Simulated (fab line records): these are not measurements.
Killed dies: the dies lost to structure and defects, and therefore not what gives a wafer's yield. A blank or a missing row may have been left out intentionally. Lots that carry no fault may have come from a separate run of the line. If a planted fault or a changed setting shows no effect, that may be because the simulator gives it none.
A struck lot beside a sound one ; flow ritCmos ; 17 steps out of a route of 202
Sound: these wafers, L764.1, L764.5, L764.6. Struck: wafer L769.1. (L769.2, L769.4 of the same lot were not struck and are left out.) The cause comes at the end.
Per side, at each step with rows, come the tool, then ch with its chambers, and then its first start. Under that, the readings that differ: sound wafers ; struck wafers ; difference of the means ; sigmas: that difference in standard deviations of wafers without a fault.
alike: readings whose means differ by less than 2 such deviations, and words and numbers that are the same on both sides. not compared: withheld readings, readings that some wafer has no value for, bounds like >300 that may hide the same value, and numbers for which the record gives no deviation and whose values overlap.
A row with sigmas, a row that says differs or no value, or rows on one side alone: a step with any of these is where the two part. Numbers that don't overlap but have no deviation are shown without sigmas and don't part them. A reading that every wafer of one side lacks parts them only if that side has two wafers or more.

first, 1 step without rows for these wafers: RIT_PSD_IMPLANT_08.
RIT_PSD_STRIP_09: strips in O2, time 180 s.
  sound on plasmaAsher-04 ch 0,1, day 5 23:19; struck on plasmaAsher-03 ch 1, day 6 23:18
  alike: drypumpMotorCurrentA
  not compared: rfHoursCounterH
RIT_PSD_TW_MEAS_10:
  sound on filmMetro-01, day 5 23:29; struck on filmMetro-01, day 6 23:28
  alike: PSD_TW
then, 3 steps without rows for these wafers: RIT_SDANNEAL_CLEAN_00 (cleans in SC1, time 600 s); RIT_SDANNEAL_CLEAN_01 (cleans in dHF, time 30 s); RIT_SDANNEAL_CLEAN_02 (cleans in SC2, time 600 s).
RIT_SDANNEAL_RTA_03: time 5 s.
  sound on rtpAnneal-02 ch 0, day 5 23:55; struck on rtpAnneal-02 ch 0, day 6 23:55
reading;sound;struck;difference;sigmas
wafer_temp_C_max;1053.9 1056.6 1054.2;1052.4;-2.5;-2
  alike: annealTempCMax, rampUpCPerS
RIT_SDANNEAL_RS_MEAS_04: uses a four-point probe to measure.
  sound on filmMetro-01, day 5 23:59; struck on filmMetro-03, day 6 23:58
  alike: PSD_RS
RIT_SDANNEAL_RS_MEAS_05: uses a four-point probe to measure.
  sound on filmMetro-01, day 6 00:06; struck on filmMetro-03, day 7 00:05
  alike: NSD_RS
RIT_SDANNEAL_RS_MEAS_06: uses a four-point probe to measure.
  sound on filmMetro-01, day 6 00:13; struck on filmMetro-03, day 7 00:13
  alike: PLDD_RS
RIT_SDANNEAL_RS_MEAS_07: uses a four-point probe to measure.
  sound on filmMetro-01, day 6 00:20; struck on filmMetro-03, day 7 00:20
  alike: NLDD_RS
then, 1 step without rows for these wafers: RIT_SILICIDE_WET_ETCH_00 (etches SiO2 in BOE, target depth 14 nm, time 15 s).
RIT_SILICIDE_SPUTTER_01: material Ti, target thk 30 nm, time 240 s.
  sound on pvdSputter-04, day 6 00:29; struck on pvdSputter-04, day 7 00:28
reading;sound;struck;difference;sigmas
model.Ti_of_SILICIDE_SPUTTER_01.thkNm (nm);29.93 29.89 29.48;43.39;+13.62;
  alike: throttleValvePct
RIT_SILICIDE_RS_MEAS_02: uses a four-point probe to measure.
  sound on filmMetro-04, day 6 00:38; struck on filmMetro-04, day 7 00:37
reading;sound;struck;difference;sigmas
SILICIDE_TI_RS (ohm/sq);48.0 48.0 49.1;30.3;-18.1;-20
RIT_SILICIDE_THK_MEAS_03: measures by xrf.
  sound on filmMetro-04, day 6 00:45; struck on filmMetro-04, day 7 00:44
reading;sound;struck;difference;sigmas
SILICIDE_TI_THK (nm);29.8 29.8 29.3;43.2;+13.6;+31
RIT_SILICIDE_RTA_04: time 10.45 s, ramp up 5 s, ramp down 5 s.
  sound on rtpAnneal-01 ch 0, day 6 00:49; struck on rtpAnneal-01 ch 0, day 7 00:48
  alike: annealTempCMax, wafer_temp_C_max
RIT_M1_PROBE_99:
  sound on prober-02, day 6 08:40; struck on prober-02, day 7 07:25
reading;sound;struck;difference;sigmas
killedAtFrontEnd;4 9 6;0;-6;-2
killedDies;4 9 6;0;-6;-2
killedOpen;4 5 3;0;-4;-2
model.etest.nmos_0p15.rOnOhmUm;1152 1130 1099;1172;+45;
model.etest.contactPplus.endOhmUm;43.34 44.21 43.55;65.94;+22.24;
model.etest.npolyLine.lineOhmUm;172.5 172.8 179.6;141;-34;
model.etest.contactNplus.endOhmUm;43.24 43.21 42.56;65.89;+22.89;
model.etest.ppolyLine.lineOhmUm;168 165 166.8;139.7;-26.9;
model.etest.npolyLine.widthNm (nm);97.04 98.02 96.68;94.16;-3.09;
model.etest.ppolyLine.widthNm (nm);98.39 98.69 97.9;94.12;-4.21;
model.etest.npolyLine.rsOhmSq;16.96 17.09 17.16;13.6;-3.5;
  alike: killedShort

WHERE THEY PART
Last at RIT_M1_PROBE_99 as far as this record goes, first at RIT_SDANNEAL_RTA_03.

WHY: whatever the simulator had introduced
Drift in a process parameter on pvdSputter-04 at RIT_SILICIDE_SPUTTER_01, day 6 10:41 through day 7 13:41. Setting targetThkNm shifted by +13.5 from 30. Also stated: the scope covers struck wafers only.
